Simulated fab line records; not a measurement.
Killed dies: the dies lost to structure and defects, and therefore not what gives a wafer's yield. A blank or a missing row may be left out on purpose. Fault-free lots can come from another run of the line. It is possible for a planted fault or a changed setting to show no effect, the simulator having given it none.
The tool behind it: which one? :: flow berkeley_cmos170 :: 13 lots with 39 wafers sampled at 4 steps, on a route of 331 steps

WHAT EACH GAUGE READ, for each wafer
UCB170_FIELD_THK_MEAS_02.
lot: L316
measured: day 5 00:39
on: film_metro-03
FIELD_OXIDE_THK (nm): 566 569 573

lot: L315
measured: day 5 06:10
on: film_metro-01
FIELD_OXIDE_THK (nm): 557 556 558

lot: L317
measured: day 5 15:43
on: film_metro-01
FIELD_OXIDE_THK (nm): 571 586 581

lot: L320
measured: day 6 08:41
on: film_metro-01
FIELD_OXIDE_THK (nm): 564 565 570

lot: L323
measured: day 6 18:38
on: film_metro-03
FIELD_OXIDE_THK (nm): 563 570 551

lot: L330
measured: day 8 02:53
on: film_metro-01
FIELD_OXIDE_THK (nm): 548 538 559

lot: L331
measured: day 9 01:57
on: film_metro-01
FIELD_OXIDE_THK (nm): 564 566 567

lot: L332
measured: day 9 09:37
on: film_metro-04
FIELD_OXIDE_THK (nm): 551 542 541

lot: L335
measured: day 9 15:12
on: film_metro-01
FIELD_OXIDE_THK (nm): 553 546 557

lot: L336
measured: day 9 15:17
on: film_metro-01
FIELD_OXIDE_THK (nm): 531 536 541

lot: L333
measured: day 9 15:13
on: film_metro-04
FIELD_OXIDE_THK (nm): 551 539 545

lot: L337
measured: day 10 03:59
on: film_metro-01
FIELD_OXIDE_THK (nm): 534 542 546

lot: L338
measured: day 10 03:59
on: film_metro-04
FIELD_OXIDE_THK (nm): 565 558 558

UCB170_GATE_CD_MEAS_90 targets a cd of 350 nm.
lot: L316
measured: day 6 22:22
on: cd_sem-02
cd_nm (nm): 354.5 353.1 353.2

lot: L315
measured: day 6 21:52
on: cd_sem-02
cd_nm (nm): 350.4 350.7 349.9

lot: L317
measured: day 7 09:31
on: cd_sem-02
cd_nm (nm): 349.5 348.3 348.6

lot: L320
measured: day 8 07:59
on: cd_sem-02
cd_nm (nm): 344.4 347.9 346.1

lot: L323
measured: day 8 18:54
on: cd_sem-02
cd_nm (nm): 340.8 342.2 341.0

lot: L330
measured: day 10 04:23
on: cd_sem-01
cd_nm (nm): 349.8 352.2 350.6

lot: L331
measured: day 10 22:22
on: cd_sem-01
cd_nm (nm): 349.2 347.7 348.8

lot: L332
measured: day 11 09:30
on: cd_sem-01
cd_nm (nm): 348.4 348.8 348.3

lot: L335
measured: day 11 09:12
on: cd_sem-02
cd_nm (nm): 349.1 349.2 349.6

lot: L336
measured: day 11 09:22
on: cd_sem-02
cd_nm (nm): 353.2 352.6 352.6

lot: L333
measured: day 11 09:23
on: cd_sem-01
cd_nm (nm): 349.2 350.7 351.5

lot: L337
measured: day 12 01:13
on: cd_sem-01
cd_nm (nm): 349.8 348.6 348.8

lot: L338
measured: day 12 01:00
on: cd_sem-02
cd_nm (nm): 348.3 349.3 348.7

WHICH TOOL RAN EACH LOT (tool, then ch and the chambers of the sampled wafers, then the start)
lot: L316
UCB170_ACTIVE_ETCH_15: rie_diel-04 ch 0,2, day 4 19:29
UCB170_GATE_ETCH_14: rie_diel-02 ch 1,2,3, day 6 22:11

lot: L315
UCB170_ACTIVE_ETCH_15: rie_diel-04 ch 0,2, day 4 19:49
UCB170_GATE_ETCH_14: rie_diel-03 ch 0,1,2, day 6 21:38

lot: L317
UCB170_ACTIVE_ETCH_15: rie_diel-03 ch 1,2,3, day 5 06:07
UCB170_GATE_ETCH_14: rie_diel-01 ch 0,1, day 7 09:19

lot: L320
UCB170_ACTIVE_ETCH_15: rie_diel-01 ch 1,2, day 5 23:59
UCB170_GATE_ETCH_14: rie_diel-02 ch 1,2,3, day 8 07:40

lot: L323
UCB170_ACTIVE_ETCH_15: rie_diel-01 ch 1,2,3, day 6 09:26
UCB170_GATE_ETCH_14: rie_diel-02 ch 0,2,3, day 8 18:40

lot: L330
UCB170_ACTIVE_ETCH_15: rie_diel-01 ch 0,3, day 7 15:05
UCB170_GATE_ETCH_14: rie_diel-01 ch 1,2, day 10 04:12

lot: L331
UCB170_ACTIVE_ETCH_15: rie_diel-04 ch 1,2, day 8 11:02
UCB170_GATE_ETCH_14: rie_diel-01 ch 1, day 10 22:08

lot: L332
UCB170_ACTIVE_ETCH_15: rie_diel-01 ch 0,2, day 8 20:52
UCB170_GATE_ETCH_14: rie_diel-01 ch 1,3, day 11 09:17

lot: L335
UCB170_ACTIVE_ETCH_15: rie_diel-01 ch 0,1,2, day 9 05:13
UCB170_GATE_ETCH_14: rie_diel-02 ch 0,2,3, day 11 08:58

lot: L336
UCB170_ACTIVE_ETCH_15: rie_diel-03 ch 1,3, day 9 05:19
UCB170_GATE_ETCH_14: rie_diel-01 ch 1,2, day 11 09:01

lot: L333
UCB170_ACTIVE_ETCH_15: rie_diel-04 ch 1,2,3, day 9 05:26
UCB170_GATE_ETCH_14: rie_diel-02 ch 0,1,2, day 11 09:05

lot: L337
UCB170_ACTIVE_ETCH_15: rie_diel-03 ch 0,2,3, day 9 17:00
UCB170_GATE_ETCH_14: rie_diel-03 ch 0,2,3, day 12 01:02

lot: L338
UCB170_ACTIVE_ETCH_15: rie_diel-04 ch 2,3, day 9 17:14
UCB170_GATE_ETCH_14: rie_diel-01 ch 1,2, day 12 00:46
- UCB170_ACTIVE_ETCH_15: etches Si3N4 in CH3F/Ar/O2, stops on SiO2, target depth 242 nm, time 151 s.
- UCB170_GATE_ETCH_14: etches BARC in N2/H2.

AS READ BY THE TOOLS THEMSELVES (means over the sampled wafers that have a number; for cases with no such wafer, the mark the record gives instead)
UCB170_ACTIVE_ETCH_15.
lot: L316
tool: rie_diel-04
CH3F_flow_sccm (sccm): 20.03
drypump_motor_current_A (A): 5.5
oes_product_au (a.u.): 0.948
throttle_valve_pct (%): 8.02

lot: L315
tool: rie_diel-04
CH3F_flow_sccm (sccm): 20.08
drypump_motor_current_A (A): 5.5
oes_product_au (a.u.): 0.947
throttle_valve_pct (%): 8.01

lot: L317
tool: rie_diel-03
CH3F_flow_sccm (sccm): 19.99
drypump_motor_current_A (A): 5.9
oes_product_au (a.u.): 0.927
throttle_valve_pct (%): 8.15

lot: L320
tool: rie_diel-01
CH3F_flow_sccm (sccm): 19.99
drypump_motor_current_A (A): 5.5
oes_product_au (a.u.): 0.948
throttle_valve_pct (%): 8.12

lot: L323
tool: rie_diel-01
CH3F_flow_sccm (sccm): 19.99
drypump_motor_current_A (A): 5.6
oes_product_au (a.u.): 0.956
throttle_valve_pct (%): 8.17

lot: L330
tool: rie_diel-01
CH3F_flow_sccm (sccm): 20.00
drypump_motor_current_A (A): 5.9
oes_product_au (a.u.): 0.943
throttle_valve_pct (%): 8.22

lot: L331
tool: rie_diel-04
CH3F_flow_sccm (sccm): 19.98
drypump_motor_current_A (A): 5.5
oes_product_au (a.u.): 0.945
throttle_valve_pct (%): 7.83

lot: L332
tool: rie_diel-01
CH3F_flow_sccm (sccm): 19.98
drypump_motor_current_A (A): 5.7
oes_product_au (a.u.): 0.955
throttle_valve_pct (%): 8.16

lot: L335
tool: rie_diel-01
CH3F_flow_sccm (sccm): 19.97
drypump_motor_current_A (A): 5.7
oes_product_au (a.u.): 0.955
throttle_valve_pct (%): 8.16

lot: L336
tool: rie_diel-03
CH3F_flow_sccm (sccm): 19.95
drypump_motor_current_A (A): 5.7
oes_product_au (a.u.): 0.919
throttle_valve_pct (%): 8.18

lot: L333
tool: rie_diel-04
CH3F_flow_sccm (sccm): 20.03
drypump_motor_current_A (A): 5.7
oes_product_au (a.u.): 0.935
throttle_valve_pct (%): 7.86

lot: L337
tool: rie_diel-03
CH3F_flow_sccm (sccm): 20.04
drypump_motor_current_A (A): 5.9
oes_product_au (a.u.): 0.939
throttle_valve_pct (%): 8.07

lot: L338
tool: rie_diel-04
CH3F_flow_sccm (sccm): 20.04
drypump_motor_current_A (A): 5.8
oes_product_au (a.u.): 0.944
throttle_valve_pct (%): 7.84

UCB170_GATE_ETCH_14.
lot: L316
tool: rie_diel-02
drypump_motor_current_A (A): 5.6
n2_flow_sccm (sccm): 100.15
oes_product_au (a.u.): 0.993
throttle_valve_pct (%): 13.15

lot: L315
tool: rie_diel-03
drypump_motor_current_A (A): 5.5
n2_flow_sccm (sccm): 100.02
oes_product_au (a.u.): 1.006
throttle_valve_pct (%): 13.37

lot: L317
tool: rie_diel-01
drypump_motor_current_A (A): 5.7
n2_flow_sccm (sccm): 100.14
oes_product_au (a.u.): 1.038
throttle_valve_pct (%): 13.39

lot: L320
tool: rie_diel-02
drypump_motor_current_A (A): 5.6
n2_flow_sccm (sccm): 100.04
oes_product_au (a.u.): 1.356
throttle_valve_pct (%): 13.17

lot: L323
tool: rie_diel-02
drypump_motor_current_A (A): 5.9
n2_flow_sccm (sccm): 100.05
oes_product_au (a.u.): 1.354
throttle_valve_pct (%): 13.26

lot: L330
tool: rie_diel-01
drypump_motor_current_A (A): 5.6
n2_flow_sccm (sccm): 99.95
oes_product_au (a.u.): 1.032
throttle_valve_pct (%): 13.33

lot: L331
tool: rie_diel-01
drypump_motor_current_A (A): 5.5
n2_flow_sccm (sccm): 100.36
oes_product_au (a.u.): 1.041
throttle_valve_pct (%): 13.33

lot: L332
tool: rie_diel-01
drypump_motor_current_A (A): 5.6
n2_flow_sccm (sccm): 99.74
oes_product_au (a.u.): 1.029
throttle_valve_pct (%): 13.42

lot: L335
tool: rie_diel-02
drypump_motor_current_A (A): 5.9
n2_flow_sccm (sccm): 99.97
oes_product_au (a.u.): 0.988
throttle_valve_pct (%): 13.23

lot: L336
tool: rie_diel-01
drypump_motor_current_A (A): 5.5
n2_flow_sccm (sccm): 100.09
oes_product_au (a.u.): 1.027
throttle_valve_pct (%): 13.36

lot: L333
tool: rie_diel-02
drypump_motor_current_A (A): 5.7
n2_flow_sccm (sccm): 100.08
oes_product_au (a.u.): 0.989
throttle_valve_pct (%): 13.25

lot: L337
tool: rie_diel-03
drypump_motor_current_A (A): 5.9
n2_flow_sccm (sccm): 100.12
oes_product_au (a.u.): 1.002
throttle_valve_pct (%): 13.26

lot: L338
tool: rie_diel-01
drypump_motor_current_A (A): 5.5
n2_flow_sccm (sccm): 100.15
oes_product_au (a.u.): 1.023
throttle_valve_pct (%): 13.36

THE ANSWER, worked out from the rows above alone
Rule: the usual values come from the lots themselves. Put in order of their means at a reading, lots are off if they are a third of the lots or fewer, leave a main group of 4 or more, and stand apart from it by a gap of 3 or more times the standard deviation of the main group's means; of several such gaps the widest counts. If all means in a main group match to the digits the tables above print for the reading, that group is not used. A lot without any number at a reading at which 4 lots or more have one is off too. The other lots that the step has rows for count as sound. First the gauges in route order, then the tools' own readings, where a lot's mean is used as printed above. At the first step where some lot is off, the reading lying furthest off is the one used; lots without a number count as furthest.
Off at UCB170_GATE_ETCH_14 (oes_product_au): L320, L323. Mean 1.015 a.u. and standard deviation 0.019 in the main group.
If a tool, at that step or one of the process steps before it, ran each lot that is off and ran no sound lot following the first of them, it fits. Of those tried, none fits.

WHAT THE SIMULATOR HAD INSERTED
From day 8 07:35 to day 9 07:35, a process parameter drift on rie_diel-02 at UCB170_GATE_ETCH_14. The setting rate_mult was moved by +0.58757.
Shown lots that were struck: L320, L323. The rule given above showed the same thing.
